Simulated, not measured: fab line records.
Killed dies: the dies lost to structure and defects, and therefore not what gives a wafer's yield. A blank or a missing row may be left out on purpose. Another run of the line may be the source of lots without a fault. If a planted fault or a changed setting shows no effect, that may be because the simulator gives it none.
fab line records	flow berkeley_cmos170
record: lots: 5	wafers: 23
route steps=331 shown ZERO@7 NWELL@18 ACTIVE@68 PVT@116 GATE@127 NLDD@166
start_h: hours from the record's opening day to when the first of the lot's shown wafers began	wait_h: hours since the lot's step before	" unchanged from the row above	L1.1+2: a row that stands for several wafers	- no value, or no start was given	* or withheld: withheld	< > ~ a bound
route shown NAME@n: NAME is a module with steps in the file, n the number in the route of the first one	usual: mean/standard deviation taken from wafers without a fault	same: alike in all rows	chamber/n: place in a boat	sites: per-site readings	_std_site: the values' standard deviation	_edge_site: the outer-site mean with the inner-site mean subtracted	radius_mm: for every site, how far away it sits from the centre of the wafer	mask NAME#n: copy n	behind: the last tool/chamber to shape the wafer	hold: what put the lot on hold/how long, in hours/how the hold closed	device: names the non-switching transistor (n, p or np)	end of line: at the end of the route, the tests of the same wafers	step lacking rows: just its recipe	killed: the dies lost at the first sort to structure and to defects; this is not the yield of the wafer	map: per-die view of a wafer (x killed, . not killed, _ where there is no die)
set.NAME: the run value of the setting; set.NAME@STEP: its run value at that earlier step	model.NAME: the simulator's own value behind a step, which no gauge read
lots where settings were altered on purpose, with a table for each step and a row for each wafer
== steps ==
step: UCB170_ZERO_COAT_01
recipe: resist: KrF	spin_rpm: 1500	resist_thk_nm: 900
lot.wafer	tool	chamber	start_h	wait_h	set.resist_thk_nm	model.KrF_of_ZERO_COAT_01.thk_nm
L076.1+5	litho_track-03	0	31.83	0.1	900	901.8
L076.6	"	0	"	"	900	903.5
L080.1	litho_track-04	0	48.44	0.1	900	898.3
L080.2	"	0	"	"	900	900.7
L080.3	"	0	"	"	900	901.2
L080.4	"	0	"	"	914.9	917.1
L080.5	"	0	"	"	914.9	915.7
L081.2	litho_track-03	0	60.38	0.1	900	903.2
L081.3	"	0	"	"	900	904.4
L081.4	"	0	"	"	900	901
L081.5	"	0	"	"	900	905.5
L081.6	"	0	"	"	900	902.4
L082.1	litho_track-04	0	60.81	0.1	920.3	923.5
L082.2	"	0	"	"	900	905.2
L082.4	"	0	"	"	920.3	924.6
L082.5	"	0	"	"	900	904
L082.6	"	0	"	"	900	902.4
L085.1+2	litho_track-02	0	78.55	0.1	900	901.2
L085.4	"	0	"	"	900	900.5
L085.5	"	0	"	"	941.3	941.4
L085.6	"	0	"	"	941.3	943.6
step: UCB170_ZERO_SOFTBAKE_02
recipe: resist: KrF	temp_c: 130	time_s: 60
step: UCB170_ZERO_EXPOSE_03
recipe: mask_id: PM_MARKS	na: 0.5	sigma_outer: 0.6	source_shape: conventional	target_cd_nm: 4000	dose_mj: 30
step: UCB170_ZERO_DEVELOP_05
recipe: developer: TMAH	develop_time_s: 45	resist: KrF	dev_temp_c: 21
step: UCB170_ZERO_ETCH_06
recipe: chemistry: CHF3/CF4/Ar	target: SiO2	time_s: 12	pressure_mtorr: 100	rf_w: 500	CHF3_flow_sccm: 50	cf4_flow_sccm: 10	Ar_flow_sccm: 120	over_etch_frac: 1.58
step: UCB170_ZERO_STRIP_07
recipe: chemistry: O2	power_w: 400	pressure_mtorr: 3500	platen_temp_c: withheld	o2_flow_sccm: 400	overash_fraction: 0.5
usual: strip_time_to_endpoint_s: 21.49/0.062
lot.wafer	tool	chamber	start_h	wait_h	set.resist_thk_nm@ZERO_COAT_01	strip_time_to_endpoint_s
L076.1	plasma_asher-04	1	32.92	0.0	900	21.51
L076.5	"	1	"	"	900	21.50
L076.6	"	0	"	"	900	21.55
L080.1	plasma_asher-01	0	49.16	0.0	900	21.43
L080.2	"	1	"	"	900	21.50
L080.3	"	0	"	"	900	21.53
L080.4	"	1	"	"	914.9	21.88
L080.5	"	1	"	"	914.9	21.86
L081.2	plasma_asher-02	0	61.86	0.0	900	21.54
L081.3	"	1	"	"	900	21.58
L081.4	"	0	"	"	900	21.50
L081.5	"	1	"	"	900	21.62
L081.6	"	0	"	"	900	21.54
L082.1	plasma_asher-02	0	62.41	0.0	920.3	22.02
L082.2	"	1	"	"	900	21.61
L082.4	"	0	"	"	920.3	22.06
L082.5	"	0	"	"	900	21.57
L082.6	"	1	"	"	900	21.54
L085.1	plasma_asher-01	1	79.87	0.0	900	21.53
L085.2	"	0	"	"	900	21.51
L085.4	"	0	"	"	900	21.48
L085.5	"	1	"	"	941.3	22.46
L085.6	"	0	"	"	941.3	22.51
step: UCB170_NWELL_CVD_04
recipe: material: Si3N4	target_thk_nm: 224	temp_c: 800	precursor: SiH2Cl2/NH3	time_s: 3360	pressure_mtorr: 200	sih2cl2_flow_sccm: 25	nh3_flow_sccm: 75
lot.wafer	tool	chamber	start_h	wait_h	set.pressure_mtorr	model.Si3N4_of_NWELL_CVD_04.thk_nm
L076.1	lpcvd-01	1	41.79	0.0	200	224.4
L076.5	"	1	"	"	200	224.3
L076.6	"	1	"	"	200	222.5
L080.1	-	-	-	0.0	173	215.7
L080.2	"	-	"	"	173	216.9
L080.3	"	-	"	"	173	214.2
L080.4	"	-	"	"	173	216.1
L080.5	"	-	"	"	173	217
L081.2	-	-	-	0.0	183.6	221.1
L081.3	"	-	"	"	183.6	220.1
L081.4	"	-	"	"	183.6	219.1
L081.5	"	-	"	"	183.6	217.9
L081.6	"	-	"	"	183.6	217.6
L082.1	-	-	-	0.0	213.5	224.2
L082.2	"	-	"	"	213.5	226.9
L082.4	"	-	"	"	213.5	228.4
L082.5	"	-	"	"	213.5	225.5
L082.6	"	-	"	"	213.5	224.6
L085.1	-	-	-	0.0	213.8	226.7
L085.2	"	-	"	"	213.8	226.8
L085.4	"	-	"	"	213.8	226
L085.5	"	-	"	"	213.8	225.9
L085.6	"	-	"	"	213.8	225.6
step: UCB170_NWELL_THK_MEAS_05
recipe: reads: Si3N4_of_NWELL_CVD_04
usual: NWELL_NITRIDE_THK: 223.6/2.1
lot.wafer	tool	chamber	start_h	wait_h	set.pressure_mtorr@NWELL_CVD_04	NWELL_NITRIDE_THK[nm]
L076.1	film_metro-04	-	43.73	0.0	200	224.4
L076.5	"	-	"	"	200	224.3
L076.6	"	-	"	"	200	222.4
L080.1	film_metro-02	-	-	-	173	215.8
L080.2	"	-	"	"	173	216.9
L080.3	"	-	"	"	173	214.3
L080.4	"	-	"	"	173	215.9
L080.5	"	-	"	"	173	217.0
L082.1	film_metro-03	-	-	-	213.5	224.1
L082.2	"	-	"	"	213.5	226.9
L082.4	"	-	"	"	213.5	228.4
L082.5	"	-	"	"	213.5	225.3
L082.6	"	-	"	"	213.5	224.3
L081.2	film_metro-02	-	-	-	183.6	221.3
L081.3	"	-	"	"	183.6	220.2
L081.4	"	-	"	"	183.6	219.2
L081.5	"	-	"	"	183.6	217.9
L081.6	"	-	"	"	183.6	217.7
L085.1	film_metro-03	-	-	-	213.8	226.7
L085.2	"	-	"	"	213.8	226.8
L085.4	"	-	"	"	213.8	226.1
L085.5	"	-	"	"	213.8	225.9
L085.6	"	-	"	"	213.8	225.5
step: UCB170_NWELL_HMDS_06
recipe: prime_time_s: 60	prime_temp_c: 100
step: UCB170_NWELL_COAT_07
recipe: resist: KrF	spin_rpm: 1500	resist_thk_nm: 900
step: UCB170_NWELL_DEVELOP_11
recipe: developer: TMAH	develop_time_s: 45	resist: KrF	dev_temp_c: 21
step: UCB170_NWELL_ETCH_13
recipe: chemistry: CH3F/Ar/O2	target: Si3N4	stop_on: SiO2	CH3F_flow_sccm: 20	Ar_flow_sccm: 50	O2_flow_sccm: 7	pressure_mtorr: 50	rf_w: 450	target_depth_a: 2464	over_etch_frac: 0.1	time_s: 154
lot.wafer	tool	chamber	start_h	wait_h	set.pressure_mtorr@NWELL_CVD_04	model.etch.depth_nm
L076.1	rie_diel-01	2	44.79	0.0	200	224.4
L076.5	"	1	"	"	200	224.3
L076.6	"	2	"	"	200	222.5
L080.1+5	rie_diel-03	0,2	64.77	0.0	173	-
L080.2	"	1	"	"	173	216.9
L080.3	"	3	"	"	173	214.2
L080.4	"	2	"	"	173	216.1
L081.2	rie_diel-03	2	77.08	0.0	183.6	221.1
L081.3+5	"	3,0	"	"	183.6	-
L081.4	"	0	"	"	183.6	219.1
L081.6	"	3	"	"	183.6	217.6
L082.1	rie_diel-02	0	77.32	0.0	213.5	224.2
L082.2+6	"	3	"	"	213.5	-
L082.4	"	1	"	"	213.5	228.4
L082.5	"	0	"	"	213.5	225.5
L085.1	rie_diel-02	3	96.01	0.0	213.8	226.7
L085.2	"	2	"	"	213.8	226.8
L085.4	"	1	"	"	213.8	226
L085.5	"	2	"	"	213.8	225.9
L085.6	"	3	"	"	213.8	225.6
step: UCB170_NWELL_IMPLANT_14
recipe: species: P	dose_cm2: 1e+13	energy_kev: 150	tilt_deg: 7
lot.wafer	tool	chamber	start_h	wait_h	set.energy_kev	model.implant.rp_nm	model.implant.drp_nm
L076.1+5+6	implanter-04	0	44.89	0.1	150	180.3	62.72
L080.1+5	implanter-02	0	64.87	0.1	142	173	60.09
L080.2+3+4	"	0	"	"	150	183.2	62.72
L081.2+3+4+5+6	implanter-03	0	77.20	0.1	150	185.1	62.72
L082.1+6	implanter-02	0	77.42	0.1	156.2	192.4	64.66
L082.2+4+5	"	0	"	"	150	184.5	62.72
L085.1+4	implanter-03	0	96.11	0.1	150	180.9	62.72
L085.2+5+6	"	0	"	"	142.7	171.7	60.32
step: UCB170_ACTIVE_COAT_08
recipe: resist: KrF	spin_rpm: 1500	resist_thk_nm: 900
lot.wafer	tool	chamber	start_h	wait_h	set.resist_thk_nm	model.KrF_of_ACTIVE_COAT_08.thk_nm
L076.1	litho_track-01	0	102.72	0.1	900	901.1
L076.5	"	0	"	"	900	903.8
L076.6	"	0	"	"	900	903
L080.1	litho_track-03	0	122.75	0.1	900	895
L080.2	"	0	"	"	900	897.5
L080.3	"	0	"	"	918.5	917
L080.4	"	0	"	"	918.5	915.9
L080.5	"	0	"	"	900	898
L081.2	litho_track-01	0	129.15	0.1	869.1	868.4
L081.3	"	0	"	"	900	900.6
L081.4	"	0	"	"	869.1	869.8
L081.5	"	0	"	"	900	902.7
L081.6	"	0	"	"	869.1	871.8
L082.1	litho_track-03	0	129.15	0.1	900	896.3
L082.2	"	0	"	"	900	897.9
L082.4	"	0	"	"	900	897.4
L082.5	"	0	"	"	900	898.2
L082.6	"	0	"	"	900	896.1
L085.1	litho_track-03	0	157.60	0.1	944.6	945.2
L085.2	"	0	"	"	944.6	945.9
L085.4	"	0	"	"	900	897.4
L085.5	"	0	"	"	944.6	947.8
L085.6	"	0	"	"	900	900.7
step: UCB170_ACTIVE_ETCH_15
recipe: chemistry: CH3F/Ar/O2	target: Si3N4	stop_on: SiO2	CH3F_flow_sccm: 20	Ar_flow_sccm: 50	O2_flow_sccm: 7	pressure_mtorr: 50	rf_w: 450	target_depth_a: 2420	over_etch_frac: 0.1	time_s: 151
lot.wafer	tool	chamber	start_h	wait_h	set.time_s	set.resist_thk_nm@ACTIVE_COAT_08	model.KrF_of_ACTIVE_COAT_08.thk_nm	model.SiO2_of_ACTIVE_OXIDATION_02.thk_nm
L076.1	rie_diel-04	2	104.04	0.0	151	900	723.5	22.61
L076.5	"	3	"	"	151	900	731	22.97
L076.6	"	0	"	"	151	900	729.5	22.7
L080.1	rie_diel-03	3	124.89	0.0	151	900	719.7	23.18
L080.2	"	2	"	"	142.4	900	734.2	23.79
L080.3	"	0	"	"	151	918.5	740.6	23.58
L080.4	"	1	"	"	142.4	918.5	748.8	23.63
L080.5	"	1	"	"	142.4	900	732.2	23.89
L081.2	rie_diel-04	2	130.09	0.0	151	869.1	688	22.71
L081.3	"	1	"	"	151	900	722.9	23.01
L081.4	"	0	"	"	131.6	869.1	716.3	23.43
L081.5	"	2	"	"	131.6	900	744.9	23.18
L081.6	"	1	"	"	131.6	869.1	714.3	23.78
L082.1	rie_diel-02	0	130.75	0.0	151	900	723.3	22.46
L082.2	"	3	"	"	151	900	722.9	22.39
L082.4	"	3	"	"	151	900	721.1	22.65
L082.5	"	0	"	"	168.9	900	706.5	17.59
L082.6	"	2	"	"	168.9	900	704.3	17.42
L085.1	rie_diel-04	0	158.65	0.0	134.5	944.6	788.3	23.11
L085.2	"	2	"	"	134.5	944.6	785.6	23.19
L085.4	"	3	"	"	151	900	723.4	22.81
L085.5	"	3	"	"	151	944.6	773.2	22.63
L085.6	"	0	"	"	151	900	726.1	22.68
step: UCB170_ACTIVE_STRIP_16
recipe: chemistry: O2	power_w: 400	pressure_mtorr: 3500	platen_temp_c: withheld	o2_flow_sccm: 400	overash_fraction: 0.5
usual: strip_time_to_endpoint_s: 18.10/0.076
lot.wafer	tool	chamber	start_h	wait_h	set.resist_thk_nm@ACTIVE_COAT_08	set.time_s@ACTIVE_ETCH_15	strip_time_to_endpoint_s
L076.1	plasma_asher-02	0	104.14	0.1	900	151	18.06
L076.5	"	0	"	"	900	151	18.23
L076.6	"	1	"	"	900	151	18.19
L080.1	plasma_asher-02	0	124.99	0.1	900	151	17.96
L080.2	"	1	"	"	900	142.4	18.31
L080.3	"	1	"	"	918.5	151	18.47
L080.4	"	0	"	"	918.5	142.4	18.67
L080.5	"	1	"	"	900	142.4	18.28
L081.2	plasma_asher-01	1	130.19	0.1	869.1	151	17.22
L081.3	"	1	"	"	900	151	18.05
L081.4	"	0	"	"	869.1	131.6	17.89
L081.5	"	0	"	"	900	131.6	18.58
L081.6	"	1	"	"	869.1	131.6	17.83
L082.1	plasma_asher-02	1	130.85	0.1	900	151	18.07
L082.2	"	0	"	"	900	151	18.05
L082.4	"	1	"	"	900	151	18.00
L082.5	"	0	"	"	900	168.9	17.65
L082.6	"	1	"	"	900	168.9	17.60
L085.1	plasma_asher-03	1	158.75	0.1	944.6	134.5	19.63
L085.2	"	0	"	"	944.6	134.5	19.55
L085.4	"	1	"	"	900	151	18.07
L085.5	"	0	"	"	944.6	151	19.25
L085.6	"	1	"	"	900	151	18.13
step: UCB170_PVT_COAT_01
recipe: resist: KrF	spin_rpm: 1500	resist_thk_nm: 900
lot.wafer	tool	chamber	start_h	wait_h	set.spin_rpm	model.KrF_of_PVT_COAT_01.thk_nm
L076.1	litho_track-02	0	143.08	0.1	1500	900.7
L076.5	"	0	"	"	1500	902.3
L076.6	"	0	"	"	1500	900.1
L080.1	litho_track-01	0	165.47	0.1	1601	874.5
L080.2	"	0	"	"	1500	904.2
L080.3	"	0	"	"	1500	905.3
L080.4	"	0	"	"	1601	876.7
L080.5	"	0	"	"	1500	902.6
L082.1	litho_track-02	0	176.03	0.1	1500	905.2
L082.2	"	0	"	"	1500	906
L082.4	"	0	"	"	1500	906.2
L082.5	"	0	"	"	1500	901.7
L082.6	"	0	"	"	1500	906.1
L081.2	litho_track-04	0	176.30	0.1	1609	873.7
L081.3	"	0	"	"	1500	903.3
L081.4	"	0	"	"	1609	874
L081.5	"	0	"	"	1500	906.9
L081.6	"	0	"	"	1500	905.1
L085.1	litho_track-02	0	211.48	0.1	1600	872
L085.2	"	0	"	"	1500	897.2
L085.4	"	0	"	"	1500	899.1
L085.5	"	0	"	"	1600	869.7
L085.6	"	0	"	"	1600	869.1
step: UCB170_PVT_SOFTBAKE_02
recipe: resist: KrF	temp_c: 130	time_s: 60
step: UCB170_PVT_EXPOSE_03
recipe: mask_id: NWELL	target_cd_nm: 3000	na: 0.5	sigma_outer: 0.6	source_shape: conventional	dose_mj: 30
step: UCB170_PVT_IMPLANT_07
recipe: species: P	dose_cm2: 2e+12	energy_kev: 30	tilt_deg: 7
step: UCB170_PVT_STRIP_08
recipe: chemistry: O2	power_w: 400	pressure_mtorr: 3500	platen_temp_c: withheld	o2_flow_sccm: 400	overash_fraction: 0.5
usual: strip_time_to_endpoint_s: 21.69/0.063
lot.wafer	tool	chamber	start_h	wait_h	set.spin_rpm@PVT_COAT_01	strip_time_to_endpoint_s
L076.1	plasma_asher-02	1	144.29	0.1	1500	21.64
L076.5	"	0	"	"	1500	21.69
L076.6	"	1	"	"	1500	21.63
L080.1	plasma_asher-03	0	166.76	0.1	1601	21.03
L080.2	"	1	"	"	1500	21.71
L080.3	"	1	"	"	1500	21.76
L080.4	"	0	"	"	1601	21.06
L080.5	"	0	"	"	1500	21.68
L082.1	plasma_asher-03	0	177.33	0.1	1500	21.75
L082.2	"	1	"	"	1500	21.77
L082.4	"	0	"	"	1500	21.78
L082.5	"	1	"	"	1500	21.67
L082.6	"	0	"	"	1500	21.76
L081.2	plasma_asher-04	0	177.60	0.1	1609	21.00
L081.3	"	0	"	"	1500	21.70
L081.4	"	1	"	"	1609	21.02
L081.5	"	0	"	"	1500	21.78
L081.6	"	1	"	"	1500	21.76
L085.1	plasma_asher-04	1	212.48	0.1	1600	20.95
L085.2	"	0	"	"	1500	21.55
L085.4	"	1	"	"	1500	21.62
L085.5	"	1	"	"	1600	20.89
L085.6	"	0	"	"	1600	20.88
step: UCB170_GATE_OXIDATION_01
recipe: temp_c: 850	ambient: O2	target_thk_a: 66	ox_time_s: 1800
lot.wafer	tool	chamber	start_h	wait_h	set.temp_c	model.SiO2_of_GATE_OXIDATION_01.thk_nm
L076.1	furnace-01	0	149.31	4.8	850	6.578
L076.5	"	0	"	"	850	6.534
L076.6	"	0	"	"	850	6.437
L080.1	-	-	-	7.5	828.1	4.906
L080.2	"	-	"	"	828.1	4.901
L080.3	"	-	"	"	828.1	4.927
L080.4	"	-	"	"	828.1	4.918
L080.5	"	-	"	"	828.1	4.951
L081.2	-	-	-	8.4	839.2	5.682
L081.3	"	-	"	"	839.2	5.721
L081.4	"	-	"	"	839.2	5.584
L081.5	"	-	"	"	839.2	5.678
L081.6	"	-	"	"	839.2	5.549
L082.1	-	-	-	8.4	841.5	5.604
L082.2	"	-	"	"	841.5	5.679
L082.4	"	-	"	"	841.5	5.755
L082.5	"	-	"	"	841.5	5.7
L082.6	"	-	"	"	841.5	5.712
L085.1	-	-	-	4.7	874.1	8.935
L085.2	"	-	"	"	874.1	8.972
L085.4	"	-	"	"	874.1	8.949
L085.5	"	-	"	"	874.1	9.011
L085.6	"	-	"	"	874.1	8.996
step: UCB170_GATE_THK_MEAS_02
recipe: reads: SiO2_of_GATE_OXIDATION_01
usual: GATE_OXIDE_THK: 6.54/0.15
lot.wafer	tool	chamber	start_h	wait_h	set.temp_c@GATE_OXIDATION_01	GATE_OXIDE_THK[nm]
L076.1	film_metro-03	-	150.81	0.0	850	6.58
L076.5	"	-	"	"	850	6.56
L076.6	"	-	"	"	850	6.43
L080.1	film_metro-02	-	-	-	828.1	4.92
L080.2	"	-	"	"	828.1	4.91
L080.3	"	-	"	"	828.1	4.91
L080.4	"	-	"	"	828.1	4.92
L080.5	"	-	"	"	828.1	4.94
L082.1	film_metro-01	-	-	-	841.5	5.58
L082.2	"	-	"	"	841.5	5.65
L082.4	"	-	"	"	841.5	5.77
L082.5	"	-	"	"	841.5	5.65
L082.6	"	-	"	"	841.5	5.69
L081.2	film_metro-02	-	-	-	839.2	5.70
L081.3	"	-	"	"	839.2	5.70
L081.4	"	-	"	"	839.2	5.59
L081.5	"	-	"	"	839.2	5.71
L081.6	"	-	"	"	839.2	5.57
L085.1	film_metro-02	-	-	-	874.1	8.96
L085.2	"	-	"	"	874.1	9.00
L085.4	"	-	"	"	874.1	9.00
L085.5	"	-	"	"	874.1	8.99
L085.6	"	-	"	"	874.1	9.01
step: UCB170_GATE_ETCH_15
recipe: chemistry: HBr/Cl2	target: poly-Si	stop_on: SiO2	over_etch_frac: 0.3	icp_w: 300	bias_w: 150	time_s: 56.3	pressure_mtorr: 15	HBr_flow_sccm: 150	Cl2_flow_sccm: 50	target_depth_a: 2782
lot.wafer	tool	chamber	start_h	wait_h	set.over_etch_frac	set.temp_c@GATE_OXIDATION_01	model.SiO2_of_GATE_OXIDATION_01.thk_nm
L076.1	rie_si-02	1	163.47	-	0.3	850	6.578
L076.5	"	1	"	"	0.3	850	6.534
L076.6	"	2	"	"	0.3	850	6.437
L080.1	rie_si-02	2	192.09	-	0.3	828.1	4.906
L080.2	"	3	"	"	0.2116	828.1	4.901
L080.3	"	0	"	"	0.2116	828.1	4.927
L080.4	"	1	"	"	0.3	828.1	4.918
L080.5	"	3	"	"	0.3	828.1	4.924
L082.1	rie_si-02	3	204.32	-	0.3	841.5	5.576
L082.2	"	1	"	"	0.2416	841.5	5.679
L082.4	"	2	"	"	0.3	841.5	5.755
L082.5	"	3	"	"	0.3	841.5	5.673
L082.6	"	0	"	"	0.2416	841.5	5.712
L081.2	rie_si-01	3	204.76	-	0.3	839.2	5.643
L081.3	"	0	"	"	0.2244	839.2	5.721
L081.4	"	1	"	"	0.2244	839.2	5.584
L081.5	"	2	"	"	0.3	839.2	5.668
L081.6	"	3	"	"	0.2244	839.2	5.549
L085.1	rie_si-02	1	228.29	-	0.3	874.1	8.935
L085.2	"	2	"	"	0.3	874.1	8.972
L085.4	"	0	"	"	0.3443	874.1	8.79
L085.5	"	3	"	"	0.3443	874.1	8.825
L085.6	"	2	"	"	0.3443	874.1	8.84
step: UCB170_NLDD_IMPLANT_08
recipe: species: As	dose_cm2: 5e+13	energy_kev: 30	tilt_deg: 7	rotation_deg: 0
lot.wafer	tool	chamber	start_h	wait_h	set.energy_kev	model.implant.rp_nm	model.implant.drp_nm
L076.1+5+6	implanter-02	0	168.98	0.0	30	21.21	9.611
L080.1+3+4	implanter-02	0	195.83	0.0	30	22.04	9.611
L080.2+5	"	0	"	"	30.73	22.44	9.781
L082.1+2+4	implanter-01	0	207.88	0.0	30	21.87	9.611
L082.5+6	"	0	"	"	30.95	22.4	9.833
L081.2+3+4+5+6	implanter-02	0	208.88	0.0	30	21.35	9.611
L085.1+2+5	implanter-03	0	232.33	0.0	31.78	22.85	10.03
L085.4+6	"	0	"	"	30	21.86	9.611
== key ==
split: step: UCB170_ZERO_COAT_01	setting: resist_thk_nm	stated: 900	by: wafer
response: step: UCB170_ZERO_COAT_01	reading: model.KrF_of_ZERO_COAT_01.thk_nm	change: +9.11	per: 1%	r: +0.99
response: step: UCB170_ZERO_STRIP_07	reading: strip_time_to_endpoint_s	change: *	per: 1%	r: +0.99
split: step: UCB170_NWELL_CVD_04	setting: pressure_mtorr	stated: 200	by: lot
response: step: UCB170_NWELL_CVD_04	reading: model.Si3N4_of_NWELL_CVD_04.thk_nm	change: +0.489	per: 1%	r: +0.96
response: step: UCB170_NWELL_THK_MEAS_05	reading: NWELL_NITRIDE_THK	change: +0.484	per: 1%	r: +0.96
response: step: UCB170_NWELL_ETCH_13	reading: model.etch.depth_nm	change: +0.497	per: 1%	r: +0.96
split: step: UCB170_NWELL_IMPLANT_14	setting: energy_kev	stated: 150	by: wafer
response: step: UCB170_NWELL_IMPLANT_14	reading: model.implant.rp_nm	change: +1.9	per: 1%	r: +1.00
response: step: UCB170_NWELL_IMPLANT_14	reading: model.implant.drp_nm	change: +0.488	per: 1%	r: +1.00
split: step: UCB170_ACTIVE_COAT_08	setting: resist_thk_nm	stated: 900	by: wafer
response: step: UCB170_ACTIVE_COAT_08	reading: model.KrF_of_ACTIVE_COAT_08.thk_nm	change: +9.44	per: 1%	r: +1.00
response: step: UCB170_ACTIVE_ETCH_15	reading: model.KrF_of_ACTIVE_COAT_08.thk_nm	change: +10.2	per: 1%	r: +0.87
response: step: UCB170_ACTIVE_STRIP_16	reading: strip_time_to_endpoint_s	change: *	per: 1%	r: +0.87
split: step: UCB170_ACTIVE_ETCH_15	setting: time_s	stated: 151	by: wafer
response: step: UCB170_ACTIVE_ETCH_15	reading: model.SiO2_of_ACTIVE_OXIDATION_02.thk_nm	shape: bent	at_lowest: 23.46	at_stated: 22.8	at_highest: 17.5
response: step: UCB170_ACTIVE_ETCH_15	reading: model.KrF_of_ACTIVE_COAT_08.thk_nm	slope: -1.66	per: 1%	together_with: resist_thk_nm@ACTIVE_COAT_08	explained: 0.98
response: step: UCB170_ACTIVE_STRIP_16	reading: strip_time_to_endpoint_s	slope: *	per: 1%	together_with: resist_thk_nm@ACTIVE_COAT_08	explained: 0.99
split: step: UCB170_PVT_COAT_01	setting: spin_rpm	stated: 1500	by: wafer
response: step: UCB170_PVT_COAT_01	reading: model.KrF_of_PVT_COAT_01.thk_nm	change: -4.24	per: 1%	r: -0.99
response: step: UCB170_PVT_STRIP_08	reading: strip_time_to_endpoint_s	change: *	per: 1%	r: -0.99
split: step: UCB170_GATE_OXIDATION_01	setting: temp_c	stated: 850	by: lot
response: step: UCB170_GATE_OXIDATION_01	reading: model.SiO2_of_GATE_OXIDATION_01.thk_nm	change: +0.77	per: 1%	r: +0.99
response: step: UCB170_GATE_THK_MEAS_02	reading: GATE_OXIDE_THK	change: +0.775	per: 1%	r: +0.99
response: step: UCB170_GATE_ETCH_15	reading: model.SiO2_of_GATE_OXIDATION_01.thk_nm	change: +0.752	per: 1%	r: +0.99
split: step: UCB170_GATE_ETCH_15	setting: over_etch_frac	stated: 0.3	by: wafer
response none clear
split: step: UCB170_NLDD_IMPLANT_08	setting: energy_kev	stated: 30	by: wafer
response: step: UCB170_NLDD_IMPLANT_08	reading: model.implant.rp_nm	change: +0.167	per: 1%	r: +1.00
response: step: UCB170_NLDD_IMPLANT_08	reading: model.implant.drp_nm	change: +0.0702	per: 1%	r: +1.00
